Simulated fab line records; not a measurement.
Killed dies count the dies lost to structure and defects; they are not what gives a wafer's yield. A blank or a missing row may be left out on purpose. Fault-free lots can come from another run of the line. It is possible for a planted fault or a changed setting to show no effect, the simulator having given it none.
A lot that was struck, set against a sound lot :: flow ritCmos :: 16 out of 202 route steps
Sound: these wafers, L913.1, L913.4, L913.6. Struck: wafers L921.1, L921.3, L921.4. At the end, the cause is stated.
At each step with rows: each side's tool, then ch and its chambers, then its first start. Under that, the readings that differ: sound wafers :: struck wafers :: difference of the means :: sigmas: that difference in standard deviations of wafers without a fault.
alike: words and numbers the same on both sides, and readings whose means are apart by under 2 such deviations; not compared: readings that were withheld, readings missing a value for some wafer, numbers with overlapping values and no deviation given by the record, and bounds like >300 which may hide the same value.
Wherever a step has rows on one side only, a row that says differs or no value, or a row with sigmas, the two part there. Numbers that don't overlap but have no deviation are shown without sigmas and don't part them. Lack of a reading on every wafer of one side parts them only where that side has two or more wafers.

first, 4 steps without rows for these wafers: RIT_PLDD_SOFTBAKE_02 (time 60 s); RIT_PLDD_EXPOSE_03 (exposes mask M8, target cd 40900 nm); RIT_PLDD_PEB_04; RIT_PLDD_DEVELOP_05 (develop time 50 s).
RIT_PLDD_OVL_MEAS_06:
  sound on overlay-02 at day 3 03:56; struck on overlay-02 at day 4 23:10
  alike: PLDD_OVL
then, 2 steps without rows for these wafers: RIT_PLDD_HARDBAKE_07 (time 60 s); RIT_PLDD_IMPLANT_08.
RIT_PLDD_STRIP_09: strips in O2, time 180 s.
  sound on plasmaAsher-01 ch 0,1, day 3 04:16; struck on plasmaAsher-03 ch 0,1, day 4 23:29
  alike: chamberPressureMTorr, drypumpMotorCurrentA
  not compared: rfHoursCounterH
RIT_PLDD_TW_MEAS_10:
  sound on filmMetro-03 at day 3 04:27; struck on filmMetro-02 at day 4 23:40
  alike: PLDD_TW
then, 3 steps without rows for these wafers: RIT_SPACER_CLEAN_00 (cleans in SC1, time 600 s); RIT_SPACER_CLEAN_01 (cleans in dHF, time 30 s); RIT_SPACER_CLEAN_02 (cleans in SC2, time 600 s).
RIT_SPACER_CVD_03: deposits Si3N4 from SiH2Cl2/NH3, target thk 250 nm, time 3300 s.
  sound on lpcvd-01 ch 0, day 3 05:32; struck on lpcvd-01 ch 0, day 5 02:51
  alike: zonePowerSourcePct
RIT_SPACER_THK_MEAS_04:
  sound on filmMetro-01 at day 3 07:27; struck on filmMetro-04 at day 5 04:46
reading: SPACER_NITRIDE_THK (nm)
sound: 249.4 250.3 249.3
struck: 500.4 500.6 503.2
difference: +251.7
sigmas: +99 or more
RIT_SPACER_ETCHBACK_05: etches Si3N4 in SF6/CHF3, stops on SiO2, target depth 250 nm, time 240 s.
  sound on rieDiel-03 ch 0,1,3, day 3 07:31; struck on rieDiel-04 ch 0,1,3, day 5 04:49
reading: oesProductAu (a.u.)
sound: 0.831 0.848 0.843
struck: 0.969 0.974 1.010
difference: +0.144
sigmas: +12

reading: model.Si3N4_of_SPACER_CVD_03.thkNm (nm)
sound: 196.6 196.3 197.6
struck: 393.7 393.4 392.7
difference: +196.4
sigmas: 

reading: model.etch.depthNm (nm)
sound: 249.4 250.3 249.3
struck: 308.8 309.2 317.6
difference: +62.2
sigmas: 
  alike: chamberPressureMTorr, drypumpMotorCurrentA, throttleValvePct
  not compared: rfHoursCounterH
RIT_M1_PROBE_99:
  sound on prober-02 at day 3 18:47; struck on prober-02 at day 5 18:19
reading: killedAtFrontEnd
sound: 3 9 5
struck: 264 264 264
difference: +258
sigmas: +89

reading: killedDies
sound: 3 9 5
struck: 264 264 264
difference: +258
sigmas: +89

reading: killedOnRim
sound: 1 2 1
struck: 70 70 70
difference: +69
sigmas: +49
  alike: killedAtContacts, killedOpen, killedShort

## WHERE THEY PART
First at RIT_SPACER_THK_MEAS_04; last, within this record, at RIT_M1_PROBE_99.

WHY: whatever the simulator had introduced
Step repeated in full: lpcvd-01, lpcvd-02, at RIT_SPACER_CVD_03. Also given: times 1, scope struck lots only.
